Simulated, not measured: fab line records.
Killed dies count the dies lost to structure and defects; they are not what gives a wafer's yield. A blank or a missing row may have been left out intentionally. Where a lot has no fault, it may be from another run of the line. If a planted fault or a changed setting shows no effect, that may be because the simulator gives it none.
Lot-split experiment    flow rit_cmos    route with 202 steps; 5 lots, 23 wafers read

== THE SPLIT ITSELF ==
At RIT_CONTACT_EXPOSE_05 (exposes mask M11, target cd 1000 nm), the setting dose_mj was moved away from the recipe's 250 on 8 of the 23 wafers read, by -3.2% to +7.1%. This setting was run at the recipe's value on the other wafers.

== FROM THE SPLIT TO THE READING: what the file shows between them, 5 steps ==
- RIT_CONTACT_DEVELOP_07: develop time 120 s (also split here: develop_time_s)
- RIT_CONTACT_CD_MEAS_08: target cd 1000 nm
- RIT_CONTACT_HARDBAKE_10: time 60 s
- RIT_CONTACT_ETCH_11: etches SiO2 in CHF3/CF4/Ar, stops on TiSi2, target depth 480 nm, time 320 s
- RIT_CONTACT_STRIP_12: strips in O2, time 180 s

== THE READING ==
cd_nm at RIT_CONTACT_CD_MEAS_90, given in nm (cd target 1000 nm). A value of 999.4 nm with a standard deviation of 2.3 nm is what fault-free wafers of this fab line usually give.

wafer   tool, chamber at the split  dose_mj as run  against the recipe  cd_nm, nm  against lot-mates on the recipe
L074.1  iline_stepper-02, 0         267.8           +7.1%               1019.8     +18.3
L074.3  iline_stepper-02, 0         250             recipe              1001.7     -
L074.4  iline_stepper-02, 0         250             recipe              1001.3     -
L074.5  iline_stepper-02, 0         267.8           +7.1%               1019.1     +17.6
L074.6  iline_stepper-02, 0         267.8           +7.1%               1021.0     +19.5
L076.1  iline_stepper-02, 0         250             recipe              1009.6     -
L076.2  iline_stepper-02, 0         242.1           -3.2%               994.9      -12.6
L076.3  iline_stepper-02, 0         242.1           -3.2%               994.9      -12.6
L076.5  iline_stepper-02, 0         250             recipe              1005.3     -
L076.6  iline_stepper-02, 0         242.1           -3.2%               1000.3     -7.2
L080.2  iline_stepper-01, 0         250             recipe              994.7      -
L080.4  iline_stepper-01, 0         250             recipe              997.4      -
L080.6  iline_stepper-01, 0         250             recipe              997.4      -
L081.1  iline_stepper-02, 0         250             recipe              991.7      -
L081.3  iline_stepper-02, 0         250             recipe              991.1      -
L081.4  iline_stepper-02, 0         250             recipe              999.2      -
L081.5  iline_stepper-02, 0         250             recipe              991.6      -
L081.6  iline_stepper-02, 0         250             recipe              998.7      -
L084.1  iline_stepper-01, 0         250             recipe              998.3      -
L084.2  iline_stepper-01, 0         250             recipe              994.0      -
L084.4  iline_stepper-01, 0         257.9           +3.2%               1004.5     +10.2
L084.5  iline_stepper-01, 0         250             recipe              990.7      -
L084.6  iline_stepper-01, 0         257.9           +3.2%               1000.0     +5.7

THE FIT
A straight line over all 23 wafers: cd_nm changes by +2.44 nm for each +1% of dose_mj; r = +0.80; the points scatter about the line by 5.6 nm.
The same after taking each lot's own level away (the mean of its wafers on the recipe; 23 wafers): +2.75 nm for each +1%; r = +0.95; scatter 2.7 nm.
On that fit, the largest move of dose_mj shifts the reading by 20 nm.
Measured against the standard deviation above, the lots' own levels, which go from 994.33 to 1007.45 nm, span 5.7 times it.
So the lot-to-lot level blurs the effect unless lot-mates are compared.
Check: +19.4 nm against its lot-mates is what the line predicts for one of the wafers moved furthest among these (+7.1%) when that wafer is left out of the fit. It came out at +18.3 nm against them.

== OTHER SPLITS ON THESE WAFERS ==
Note: prior to the reading, these wafers also went through further splits. Each is held against what the fit with the lots' levels taken away leaves over:
other split on the same wafers         wafers away from the commonest value  r with cd_nm (lot level and that fit taken away)
RIT_CONTACT_DEVELOP_07 develop_time_s  8                                     +0.54

== THE WHOLE CHAIN: every reading that the file lists as answering this split, in the file's order ==
step                    what it does                                                                 reading                                                         change (the file's fit)               r (the file's)
RIT_CONTACT_CD_MEAS_08  target cd 1000 nm                                                            cd_nm                                                           +2.69 nm for each +1% of the setting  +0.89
RIT_CONTACT_ETCH_11     etches SiO2 in CHF3/CF4/Ar, stops on TiSi2, target depth 480 nm, time 320 s  CONTACT.cd_nm (the simulator's own value, which no gauge read)  +2.67 nm for each +1% of the setting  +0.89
RIT_CONTACT_CD_MEAS_90  target cd 1000 nm                                                            cd_nm                                                           +2.69 nm for each +1% of the setting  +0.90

== THE FILE'S OWN FIT ==
cd_nm changes by +2.69 nm for each +1% of dose_mj, r = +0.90.
